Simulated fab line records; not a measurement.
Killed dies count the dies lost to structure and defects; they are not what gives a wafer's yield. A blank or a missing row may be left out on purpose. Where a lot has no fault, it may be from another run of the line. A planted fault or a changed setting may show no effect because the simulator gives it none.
fab line records :: flow berkeleyCmos170
record:
  lots: 14
  wafers: 42
  lastDay: 11
route steps=331 shown NVT@110 FIELD@126 PLDD@149 SPACER@172
lots with no fault: from the same line, run without faults
startH: the number of hours between the record's first day and the start of the first shown wafer of the lot :: waitH: hours from the lot's prior step to this one :: " repeats the value in the row above :: L1.1+2: a row that stands for several wafers :: - no value present, or no start provided :: * or withheld: withheld :: < > ~ a bound
route shown NAME@n: a module of which the file shows steps, and the number in the route of the first :: usual: mean/standard deviation taken from wafers without a fault :: same: alike in all rows :: chamber/n: place in a boat :: sites: per-site readings :: _std_site: the values' standard deviation :: _edge_site: inner sites' mean taken away from outer sites' mean :: radiusMm: how far each site lies from the wafer's centre :: mask NAME#n: copy n :: behind: the most recent tool/chamber to have shaped the wafer :: hold: cause of the lot's hold/its duration in hours/its outcome :: device: the n, p or np transistor that did not switch :: end of line: at the end of the route, the tests of the same wafers :: a step given without rows: its recipe and nothing more :: killed: not the wafer's yield, but the dies lost to structure and defects at the first sort :: map: per-die view of a wafer (x killed, . not killed, _ where there is no die)
set.NAME: setting as actually run; set.NAME@STEP: the setting as run at that earlier step :: model.NAME: the simulator's own value behind a step, which no gauge read
a sample of lots followed through the steps of the route, with each step as a table and each wafer as a row
== steps ==
step: UCB170_NVT_OVL_MEAS_06
usual:
  NVT_OVL: 0/5.8
lot.wafer: L121.1
tool: overlay-01
chamber: -
startH: 107.19
waitH: -
NVT_OVL[nm]: -3

lot.wafer: L121.4
tool: overlay-01
chamber: -
startH: 107.19
waitH: -
NVT_OVL[nm]: -5

lot.wafer: L121.5
tool: overlay-01
chamber: -
startH: 107.19
waitH: -
NVT_OVL[nm]: -2

lot.wafer: L124.2
tool: overlay-01
chamber: -
startH: 116.74
waitH: -
NVT_OVL[nm]: -7

lot.wafer: L124.3
tool: overlay-01
chamber: -
startH: 116.74
waitH: -
NVT_OVL[nm]: -5

lot.wafer: L124.5
tool: overlay-01
chamber: -
startH: 116.74
waitH: -
NVT_OVL[nm]: -6

lot.wafer: L123.4
tool: overlay-02
chamber: -
startH: 117.03
waitH: -
NVT_OVL[nm]: 2

lot.wafer: L123.5
tool: overlay-02
chamber: -
startH: 117.03
waitH: -
NVT_OVL[nm]: 1

lot.wafer: L123.6
tool: overlay-02
chamber: -
startH: 117.03
waitH: -
NVT_OVL[nm]: -1

lot.wafer: L125.3
tool: overlay-02
chamber: -
startH: 129.54
waitH: -
NVT_OVL[nm]: 0

lot.wafer: L125.4
tool: overlay-02
chamber: -
startH: 129.54
waitH: -
NVT_OVL[nm]: 4

lot.wafer: L125.5
tool: overlay-02
chamber: -
startH: 129.54
waitH: -
NVT_OVL[nm]: -3

lot.wafer: L126.1
tool: overlay-02
chamber: -
startH: 129.82
waitH: -
NVT_OVL[nm]: 0

lot.wafer: L126.3
tool: overlay-02
chamber: -
startH: 129.82
waitH: -
NVT_OVL[nm]: 4

lot.wafer: L126.4
tool: overlay-02
chamber: -
startH: 129.82
waitH: -
NVT_OVL[nm]: -2

lot.wafer: L128.1
tool: overlay-02
chamber: -
startH: 147.08
waitH: -
NVT_OVL[nm]: 5

lot.wafer: L128.3
tool: overlay-02
chamber: -
startH: 147.08
waitH: -
NVT_OVL[nm]: 9

lot.wafer: L128.5
tool: overlay-02
chamber: -
startH: 147.08
waitH: -
NVT_OVL[nm]: 7

lot.wafer: L130.1
tool: overlay-02
chamber: -
startH: 152.08
waitH: -
NVT_OVL[nm]: 6

lot.wafer: L130.4
tool: overlay-02
chamber: -
startH: 152.08
waitH: -
NVT_OVL[nm]: 4

lot.wafer: L130.6
tool: overlay-02
chamber: -
startH: 152.08
waitH: -
NVT_OVL[nm]: 8

lot.wafer: L131.2
tool: overlay-02
chamber: -
startH: 166.12
waitH: -
NVT_OVL[nm]: 10

lot.wafer: L131.3
tool: overlay-02
chamber: -
startH: 166.12
waitH: -
NVT_OVL[nm]: 4

lot.wafer: L131.6
tool: overlay-02
chamber: -
startH: 166.12
waitH: -
NVT_OVL[nm]: 3

lot.wafer: L132.1
tool: overlay-02
chamber: -
startH: 170.70
waitH: -
NVT_OVL[nm]: 1

lot.wafer: L132.3
tool: overlay-02
chamber: -
startH: 170.70
waitH: -
NVT_OVL[nm]: -1

lot.wafer: L132.4
tool: overlay-02
chamber: -
startH: 170.70
waitH: -
NVT_OVL[nm]: 2

lot.wafer: L134.1
tool: overlay-01
chamber: -
startH: 170.98
waitH: -
NVT_OVL[nm]: 0

lot.wafer: L134.4
tool: overlay-01
chamber: -
startH: 170.98
waitH: -
NVT_OVL[nm]: 2

lot.wafer: L134.6
tool: overlay-01
chamber: -
startH: 170.98
waitH: -
NVT_OVL[nm]: 1

lot.wafer: L133.2
tool: overlay-02
chamber: -
startH: 171.16
waitH: -
NVT_OVL[nm]: 9

lot.wafer: L133.3
tool: overlay-02
chamber: -
startH: 171.16
waitH: -
NVT_OVL[nm]: 4

lot.wafer: L133.6
tool: overlay-02
chamber: -
startH: 171.16
waitH: -
NVT_OVL[nm]: 6

lot.wafer: L143.1
tool: overlay-02
chamber: -
startH: 222.71
waitH: -
NVT_OVL[nm]: -7

lot.wafer: L143.2
tool: overlay-02
chamber: -
startH: 222.71
waitH: -
NVT_OVL[nm]: -4

lot.wafer: L143.4
tool: overlay-02
chamber: -
startH: 222.71
waitH: -
NVT_OVL[nm]: -6

lot.wafer: L144.1
tool: overlay-01
chamber: -
startH: 222.98
waitH: -
NVT_OVL[nm]: -6

lot.wafer: L144.3
tool: overlay-01
chamber: -
startH: 222.98
waitH: -
NVT_OVL[nm]: -2

lot.wafer: L144.6
tool: overlay-01
chamber: -
startH: 222.98
waitH: -
NVT_OVL[nm]: -2

lot.wafer: L142.1
tool: overlay-02
chamber: -
startH: 223.26
waitH: -
NVT_OVL[nm]: -5

lot.wafer: L142.3
tool: overlay-02
chamber: -
startH: 223.26
waitH: -
NVT_OVL[nm]: -2

lot.wafer: L142.6
tool: overlay-02
chamber: -
startH: 223.26
waitH: -
NVT_OVL[nm]: -12
step: UCB170_FIELD_THK_MEAS_91
recipe:
  reads: SiO2_of_FIELD_OXIDATION_01
usual:
  FIELD_OXIDE_LEFT_2_THK: 353/8.9
lot.wafer: L121.1
tool: filmMetro-01
chamber: -
startH: 109.83
waitH: 0.0
FIELD_OXIDE_LEFT_2_THK[nm]: 340

lot.wafer: L121.4
tool: filmMetro-01
chamber: -
startH: 109.83
waitH: 0.0
FIELD_OXIDE_LEFT_2_THK[nm]: 345

lot.wafer: L121.5
tool: filmMetro-01
chamber: -
startH: 109.83
waitH: 0.0
FIELD_OXIDE_LEFT_2_THK[nm]: 345

lot.wafer: L124.2
tool: filmMetro-03
chamber: -
startH: 119.78
waitH: 0.0
FIELD_OXIDE_LEFT_2_THK[nm]: 346

lot.wafer: L124.3
tool: filmMetro-03
chamber: -
startH: 119.78
waitH: 0.0
FIELD_OXIDE_LEFT_2_THK[nm]: 355

lot.wafer: L124.5
tool: filmMetro-03
chamber: -
startH: 119.78
waitH: 0.0
FIELD_OXIDE_LEFT_2_THK[nm]: 348

lot.wafer: L123.4
tool: filmMetro-03
chamber: -
startH: 120.45
waitH: 0.0
FIELD_OXIDE_LEFT_2_THK[nm]: 349

lot.wafer: L123.5
tool: filmMetro-03
chamber: -
startH: 120.45
waitH: 0.0
FIELD_OXIDE_LEFT_2_THK[nm]: 351

lot.wafer: L123.6
tool: filmMetro-03
chamber: -
startH: 120.45
waitH: 0.0
FIELD_OXIDE_LEFT_2_THK[nm]: 353

lot.wafer: L126.1
tool: filmMetro-03
chamber: -
startH: 133.41
waitH: 0.0
FIELD_OXIDE_LEFT_2_THK[nm]: 344

lot.wafer: L126.3
tool: filmMetro-03
chamber: -
startH: 133.41
waitH: 0.0
FIELD_OXIDE_LEFT_2_THK[nm]: 344

lot.wafer: L126.4
tool: filmMetro-03
chamber: -
startH: 133.41
waitH: 0.0
FIELD_OXIDE_LEFT_2_THK[nm]: 348

lot.wafer: L125.3
tool: filmMetro-01
chamber: -
startH: 133.43
waitH: 0.0
FIELD_OXIDE_LEFT_2_THK[nm]: 350

lot.wafer: L125.4
tool: filmMetro-01
chamber: -
startH: 133.43
waitH: 0.0
FIELD_OXIDE_LEFT_2_THK[nm]: 354

lot.wafer: L125.5
tool: filmMetro-01
chamber: -
startH: 133.43
waitH: 0.0
FIELD_OXIDE_LEFT_2_THK[nm]: 357

lot.wafer: L128.1
tool: filmMetro-04
chamber: -
startH: 149.09
waitH: 0.0
FIELD_OXIDE_LEFT_2_THK[nm]: 358

lot.wafer: L128.3
tool: filmMetro-04
chamber: -
startH: 149.09
waitH: 0.0
FIELD_OXIDE_LEFT_2_THK[nm]: 373

lot.wafer: L128.5
tool: filmMetro-04
chamber: -
startH: 149.09
waitH: 0.0
FIELD_OXIDE_LEFT_2_THK[nm]: 369

lot.wafer: L130.1
tool: filmMetro-03
chamber: -
startH: 156.55
waitH: 0.0
FIELD_OXIDE_LEFT_2_THK[nm]: 364

lot.wafer: L130.4
tool: filmMetro-03
chamber: -
startH: 156.55
waitH: 0.0
FIELD_OXIDE_LEFT_2_THK[nm]: 360

lot.wafer: L130.6
tool: filmMetro-03
chamber: -
startH: 156.55
waitH: 0.0
FIELD_OXIDE_LEFT_2_THK[nm]: 356

lot.wafer: L131.2
tool: filmMetro-01
chamber: -
startH: 168.94
waitH: 0.0
FIELD_OXIDE_LEFT_2_THK[nm]: 333

lot.wafer: L131.3
tool: filmMetro-01
chamber: -
startH: 168.94
waitH: 0.0
FIELD_OXIDE_LEFT_2_THK[nm]: 344

lot.wafer: L131.6
tool: filmMetro-01
chamber: -
startH: 168.94
waitH: 0.0
FIELD_OXIDE_LEFT_2_THK[nm]: 343

lot.wafer: L132.1
tool: filmMetro-01
chamber: -
startH: 173.59
waitH: 0.0
FIELD_OXIDE_LEFT_2_THK[nm]: 334

lot.wafer: L132.3
tool: filmMetro-01
chamber: -
startH: 173.59
waitH: 0.0
FIELD_OXIDE_LEFT_2_THK[nm]: 336

lot.wafer: L132.4
tool: filmMetro-01
chamber: -
startH: 173.59
waitH: 0.0
FIELD_OXIDE_LEFT_2_THK[nm]: 338

lot.wafer: L134.1
tool: filmMetro-04
chamber: -
startH: 173.86
waitH: 0.0
FIELD_OXIDE_LEFT_2_THK[nm]: 355

lot.wafer: L134.4
tool: filmMetro-04
chamber: -
startH: 173.86
waitH: 0.0
FIELD_OXIDE_LEFT_2_THK[nm]: 345

lot.wafer: L134.6
tool: filmMetro-04
chamber: -
startH: 173.86
waitH: 0.0
FIELD_OXIDE_LEFT_2_THK[nm]: 349

lot.wafer: L133.2
tool: filmMetro-03
chamber: -
startH: 173.87
waitH: 0.0
FIELD_OXIDE_LEFT_2_THK[nm]: 347

lot.wafer: L133.3
tool: filmMetro-03
chamber: -
startH: 173.87
waitH: 0.0
FIELD_OXIDE_LEFT_2_THK[nm]: 350

lot.wafer: L133.6
tool: filmMetro-03
chamber: -
startH: 173.87
waitH: 0.0
FIELD_OXIDE_LEFT_2_THK[nm]: 350

lot.wafer: L143.1
tool: filmMetro-01
chamber: -
startH: 224.84
waitH: 0.0
FIELD_OXIDE_LEFT_2_THK[nm]: 355

lot.wafer: L143.2
tool: filmMetro-01
chamber: -
startH: 224.84
waitH: 0.0
FIELD_OXIDE_LEFT_2_THK[nm]: 355

lot.wafer: L143.4
tool: filmMetro-01
chamber: -
startH: 224.84
waitH: 0.0
FIELD_OXIDE_LEFT_2_THK[nm]: 354

lot.wafer: L144.1
tool: filmMetro-03
chamber: -
startH: 225.18
waitH: 0.0
FIELD_OXIDE_LEFT_2_THK[nm]: 345

lot.wafer: L144.3
tool: filmMetro-03
chamber: -
startH: 225.18
waitH: 0.0
FIELD_OXIDE_LEFT_2_THK[nm]: 348

lot.wafer: L144.6
tool: filmMetro-03
chamber: -
startH: 225.18
waitH: 0.0
FIELD_OXIDE_LEFT_2_THK[nm]: 351

lot.wafer: L142.1
tool: filmMetro-03
chamber: -
startH: 225.61
waitH: 0.0
FIELD_OXIDE_LEFT_2_THK[nm]: 340

lot.wafer: L142.3
tool: filmMetro-03
chamber: -
startH: 225.61
waitH: 0.0
FIELD_OXIDE_LEFT_2_THK[nm]: 344

lot.wafer: L142.6
tool: filmMetro-03
chamber: -
startH: 225.61
waitH: 0.0
FIELD_OXIDE_LEFT_2_THK[nm]: 346
step: UCB170_PLDD_PEB_04
recipe:
  pebTempC: 130
  pebTimeS: withheld
  resist: KrF
usual:
  chillPlateTempC: 22.99/0.096
  exhaustPa: 45.1/0.91
lot.wafer: L121.1
tool: lithoTrack-03
chamber: 0
startH: 121.43
waitH: 0.3
chillPlateTempC: 23.11
exhaustPa: 45.8

lot.wafer: L121.4
tool: lithoTrack-03
chamber: 0
startH: 121.43
waitH: 0.3
chillPlateTempC: 22.87
exhaustPa: 44.5

lot.wafer: L121.5
tool: lithoTrack-03
chamber: 0
startH: 121.43
waitH: 0.3
chillPlateTempC: 23.05
exhaustPa: 45.2

lot.wafer: L124.2
tool: lithoTrack-02
chamber: 0
startH: 134.75
waitH: 0.1
chillPlateTempC: 23.12
exhaustPa: 47.7

lot.wafer: L124.3
tool: lithoTrack-02
chamber: 0
startH: 134.75
waitH: 0.1
chillPlateTempC: 23.09
exhaustPa: 45.0

lot.wafer: L124.5
tool: lithoTrack-02
chamber: 0
startH: 134.75
waitH: 0.1
chillPlateTempC: 22.91
exhaustPa: 45.6

lot.wafer: L123.4
tool: lithoTrack-04
chamber: 0
startH: 134.92
waitH: 0.1
chillPlateTempC: 22.86
exhaustPa: 46.4

lot.wafer: L123.5
tool: lithoTrack-04
chamber: 0
startH: 134.92
waitH: 0.1
chillPlateTempC: 22.98
exhaustPa: 44.3

lot.wafer: L123.6
tool: lithoTrack-04
chamber: 0
startH: 134.92
waitH: 0.1
chillPlateTempC: 23.03
exhaustPa: 46.2

lot.wafer: L125.3
tool: lithoTrack-04
chamber: 0
startH: 148.19
waitH: 0.1
chillPlateTempC: 22.97
exhaustPa: 43.7

lot.wafer: L125.4
tool: lithoTrack-04
chamber: 0
startH: 148.19
waitH: 0.1
chillPlateTempC: 23.06
exhaustPa: 44.4

lot.wafer: L125.5
tool: lithoTrack-04
chamber: 0
startH: 148.19
waitH: 0.1
chillPlateTempC: 23.16
exhaustPa: 44.7

lot.wafer: L126.1
tool: lithoTrack-04
chamber: 0
startH: 148.92
waitH: 0.4
chillPlateTempC: 22.91
exhaustPa: 46.9

lot.wafer: L126.3
tool: lithoTrack-04
chamber: 0
startH: 148.92
waitH: 0.4
chillPlateTempC: 22.97
exhaustPa: 45.3

lot.wafer: L126.4
tool: lithoTrack-04
chamber: 0
startH: 148.92
waitH: 0.4
chillPlateTempC: 22.85
exhaustPa: 46.0

lot.wafer: L128.1
tool: lithoTrack-02
chamber: 0
startH: 163.47
waitH: 0.3
chillPlateTempC: 22.97
exhaustPa: 46.0

lot.wafer: L128.3
tool: lithoTrack-02
chamber: 0
startH: 163.47
waitH: 0.3
chillPlateTempC: 22.93
exhaustPa: 46.4

lot.wafer: L128.5
tool: lithoTrack-02
chamber: 0
startH: 163.47
waitH: 0.3
chillPlateTempC: 23.00
exhaustPa: 45.4

lot.wafer: L130.1
tool: lithoTrack-03
chamber: 0
startH: 171.93
waitH: 0.1
chillPlateTempC: 23.20
exhaustPa: 45.5

lot.wafer: L130.4
tool: lithoTrack-03
chamber: 0
startH: 171.93
waitH: 0.1
chillPlateTempC: 23.18
exhaustPa: 45.4

lot.wafer: L130.6
tool: lithoTrack-03
chamber: 0
startH: 171.93
waitH: 0.1
chillPlateTempC: 23.06
exhaustPa: 44.4

lot.wafer: L131.2
tool: lithoTrack-02
chamber: 0
startH: 188.91
waitH: 0.1
chillPlateTempC: 22.94
exhaustPa: 45.0

lot.wafer: L131.3
tool: lithoTrack-02
chamber: 0
startH: 188.91
waitH: 0.1
chillPlateTempC: 22.99
exhaustPa: 44.5

lot.wafer: L131.6
tool: lithoTrack-02
chamber: 0
startH: 188.91
waitH: 0.1
chillPlateTempC: 23.05
exhaustPa: 43.7

lot.wafer: L132.1
tool: lithoTrack-02
chamber: 0
startH: 189.89
waitH: 0.1
chillPlateTempC: 23.06
exhaustPa: 45.4

lot.wafer: L132.3
tool: lithoTrack-02
chamber: 0
startH: 189.89
waitH: 0.1
chillPlateTempC: 23.06
exhaustPa: 44.2

lot.wafer: L132.4
tool: lithoTrack-02
chamber: 0
startH: 189.89
waitH: 0.1
chillPlateTempC: 22.94
exhaustPa: 45.7

lot.wafer: L134.1
tool: lithoTrack-02
chamber: -
startH: 190.25
waitH: 0.1
chillPlateTempC: -
exhaustPa: -

lot.wafer: L134.4
tool: lithoTrack-02
chamber: -
startH: 190.25
waitH: 0.1
chillPlateTempC: -
exhaustPa: -

lot.wafer: L134.6
tool: lithoTrack-02
chamber: -
startH: 190.25
waitH: 0.1
chillPlateTempC: -
exhaustPa: -

lot.wafer: L133.2
tool: lithoTrack-02
chamber: -
startH: 190.55
waitH: 0.3
chillPlateTempC: -
exhaustPa: -

lot.wafer: L133.3
tool: lithoTrack-02
chamber: -
startH: 190.55
waitH: 0.3
chillPlateTempC: -
exhaustPa: -

lot.wafer: L133.6
tool: lithoTrack-02
chamber: -
startH: 190.55
waitH: 0.3
chillPlateTempC: -
exhaustPa: -

lot.wafer: L144.1
tool: lithoTrack-04
chamber: 0
startH: 236.07
waitH: 0.1
chillPlateTempC: 23.17
exhaustPa: 45.1

lot.wafer: L144.3
tool: lithoTrack-04
chamber: 0
startH: 236.07
waitH: 0.1
chillPlateTempC: 22.94
exhaustPa: 43.6

lot.wafer: L144.6
tool: lithoTrack-04
chamber: 0
startH: 236.07
waitH: 0.1
chillPlateTempC: 22.95
exhaustPa: 45.5

lot.wafer: L142.1
tool: lithoTrack-04
chamber: 0
startH: 236.80
waitH: 0.2
chillPlateTempC: 23.06
exhaustPa: 44.9

lot.wafer: L142.3
tool: lithoTrack-04
chamber: 0
startH: 236.80
waitH: 0.2
chillPlateTempC: 23.01
exhaustPa: 44.4

lot.wafer: L142.6
tool: lithoTrack-04
chamber: 0
startH: 236.80
waitH: 0.2
chillPlateTempC: 23.09
exhaustPa: 45.6

lot.wafer: L143.1
tool: lithoTrack-03
chamber: 0
startH: 236.86
waitH: 0.2
chillPlateTempC: 22.94
exhaustPa: 42.9

lot.wafer: L143.2
tool: lithoTrack-03
chamber: 0
startH: 236.86
waitH: 0.2
chillPlateTempC: 22.83
exhaustPa: 45.9

lot.wafer: L143.4
tool: lithoTrack-03
chamber: 0
startH: 236.86
waitH: 0.2
chillPlateTempC: 22.94
exhaustPa: 44.6
step: UCB170_SPACER_THK_MEAS_01
recipe:
  reads: SiO2_of_SPACER_CVD_00
usual:
  SPACER_TEOS_THK: 377/4.7
lot.wafer: L121.1
tool: filmMetro-01
chamber: -
startH: 124.30
waitH: 0.0
SPACER_TEOS_THK[nm]: 370

lot.wafer: L121.4
tool: filmMetro-01
chamber: -
startH: 124.30
waitH: 0.0
SPACER_TEOS_THK[nm]: 376

lot.wafer: L121.5
tool: filmMetro-01
chamber: -
startH: 124.30
waitH: 0.0
SPACER_TEOS_THK[nm]: 378

lot.wafer: L124.2
tool: filmMetro-03
chamber: -
startH: 137.97
waitH: 0.0
SPACER_TEOS_THK[nm]: 375

lot.wafer: L124.3
tool: filmMetro-03
chamber: -
startH: 137.97
waitH: 0.0
SPACER_TEOS_THK[nm]: 376

lot.wafer: L124.5
tool: filmMetro-03
chamber: -
startH: 137.97
waitH: 0.0
SPACER_TEOS_THK[nm]: 381

lot.wafer: L123.4
tool: filmMetro-02
chamber: -
startH: 138.37
waitH: 0.0
SPACER_TEOS_THK[nm]: 373

lot.wafer: L123.5
tool: filmMetro-02
chamber: -
startH: 138.37
waitH: 0.0
SPACER_TEOS_THK[nm]: 375

lot.wafer: L123.6
tool: filmMetro-02
chamber: -
startH: 138.37
waitH: 0.0
SPACER_TEOS_THK[nm]: 376

lot.wafer: L126.1
tool: filmMetro-01
chamber: -
startH: 154.51
waitH: 0.0
SPACER_TEOS_THK[nm]: 374

lot.wafer: L126.3
tool: filmMetro-01
chamber: -
startH: 154.51
waitH: 0.0
SPACER_TEOS_THK[nm]: 374

lot.wafer: L126.4
tool: filmMetro-01
chamber: -
startH: 154.51
waitH: 0.0
SPACER_TEOS_THK[nm]: 383

lot.wafer: L125.3
tool: filmMetro-03
chamber: -
startH: 154.53
waitH: 0.0
SPACER_TEOS_THK[nm]: 373

lot.wafer: L125.4
tool: filmMetro-03
chamber: -
startH: 154.53
waitH: 0.0
SPACER_TEOS_THK[nm]: 378

lot.wafer: L125.5
tool: filmMetro-03
chamber: -
startH: 154.53
waitH: 0.0
SPACER_TEOS_THK[nm]: 378

lot.wafer: L128.1
tool: filmMetro-03
chamber: -
startH: 166.46
waitH: 0.0
SPACER_TEOS_THK[nm]: 378

lot.wafer: L128.3
tool: filmMetro-03
chamber: -
startH: 166.46
waitH: 0.0
SPACER_TEOS_THK[nm]: 372

lot.wafer: L128.5
tool: filmMetro-03
chamber: -
startH: 166.46
waitH: 0.0
SPACER_TEOS_THK[nm]: 377

lot.wafer: L130.1
tool: filmMetro-01
chamber: -
startH: 174.97
waitH: 0.0
SPACER_TEOS_THK[nm]: 374

lot.wafer: L130.4
tool: filmMetro-01
chamber: -
startH: 174.97
waitH: 0.0
SPACER_TEOS_THK[nm]: 378

lot.wafer: L130.6
tool: filmMetro-01
chamber: -
startH: 174.97
waitH: 0.0
SPACER_TEOS_THK[nm]: 379

lot.wafer: L131.2
tool: filmMetro-02
chamber: -
startH: 192.30
waitH: 0.0
SPACER_TEOS_THK[nm]: 374

lot.wafer: L131.3
tool: filmMetro-02
chamber: -
startH: 192.30
waitH: 0.0
SPACER_TEOS_THK[nm]: 376

lot.wafer: L131.6
tool: filmMetro-02
chamber: -
startH: 192.30
waitH: 0.0
SPACER_TEOS_THK[nm]: 375

lot.wafer: L132.1
tool: filmMetro-02
chamber: -
startH: 193.74
waitH: 0.0
SPACER_TEOS_THK[nm]: 372

lot.wafer: L132.3
tool: filmMetro-02
chamber: -
startH: 193.74
waitH: 0.0
SPACER_TEOS_THK[nm]: 376

lot.wafer: L132.4
tool: filmMetro-02
chamber: -
startH: 193.74
waitH: 0.0
SPACER_TEOS_THK[nm]: 377

lot.wafer: L134.1
tool: filmMetro-03
chamber: -
startH: 194.50
waitH: 0.0
SPACER_TEOS_THK[nm]: 376

lot.wafer: L134.4
tool: filmMetro-03
chamber: -
startH: 194.50
waitH: 0.0
SPACER_TEOS_THK[nm]: 380

lot.wafer: L134.6
tool: filmMetro-03
chamber: -
startH: 194.50
waitH: 0.0
SPACER_TEOS_THK[nm]: 383

lot.wafer: L133.2
tool: filmMetro-02
chamber: -
startH: 194.79
waitH: 0.0
SPACER_TEOS_THK[nm]: 372

lot.wafer: L133.3
tool: filmMetro-02
chamber: -
startH: 194.79
waitH: 0.0
SPACER_TEOS_THK[nm]: 376

lot.wafer: L133.6
tool: filmMetro-02
chamber: -
startH: 194.79
waitH: 0.0
SPACER_TEOS_THK[nm]: 381

lot.wafer: L144.1
tool: filmMetro-03
chamber: -
startH: 239.18
waitH: 0.0
SPACER_TEOS_THK[nm]: 376

lot.wafer: L144.3
tool: filmMetro-03
chamber: -
startH: 239.18
waitH: 0.0
SPACER_TEOS_THK[nm]: 379

lot.wafer: L144.6
tool: filmMetro-03
chamber: -
startH: 239.18
waitH: 0.0
SPACER_TEOS_THK[nm]: 380

lot.wafer: L142.1
tool: filmMetro-03
chamber: -
startH: 240.18
waitH: 0.0
SPACER_TEOS_THK[nm]: 382

lot.wafer: L142.3
tool: filmMetro-03
chamber: -
startH: 240.18
waitH: 0.0
SPACER_TEOS_THK[nm]: 375

lot.wafer: L142.6
tool: filmMetro-03
chamber: -
startH: 240.18
waitH: 0.0
SPACER_TEOS_THK[nm]: 382

lot.wafer: L143.1
tool: filmMetro-03
chamber: -
startH: 240.50
waitH: 0.0
SPACER_TEOS_THK[nm]: 374

lot.wafer: L143.2
tool: filmMetro-03
chamber: -
startH: 240.50
waitH: 0.0
SPACER_TEOS_THK[nm]: 373

lot.wafer: L143.4
tool: filmMetro-03
chamber: -
startH: 240.50
waitH: 0.0
SPACER_TEOS_THK[nm]: 379
== key ==
firstSign:
  step: UCB170_PLDD_PEB_04
  reading: toolRecord
  direction: missing
effect none on later readings
metAt UCB170_PLDD_PEB_04
struckLots L133,L134
sortLeftOut L133.2,L133.3,L133.6,L134.1,L134.4,L134.6
testerLeftOut L133,L134
notActingAt UCB170_NVT_OVL_MEAS_06,UCB170_FIELD_THK_MEAS_91,UCB170_SPACER_THK_MEAS_01
onsetBetween 189.89 190.25
fault:
  kind: skippedStepWhole
  tool: lithoTrack-02
  chamber: -
  onsetH: 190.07
  steps: UCB170_PLDD_PEB_04
  scope: struckLotsOnly
testerLeftOut: of these lots the tester's yield and bins aren't shown, on N5 and GAA mostly nor the transistor test; their killed dies are dies lost to structure and defects alone, not to doping, threshold or leakage, so they don't give the yield
sortLeftOut: the simulated sort isn't trusted on such a fault, so these wafers' sort isn't shown, and their yield isn't known
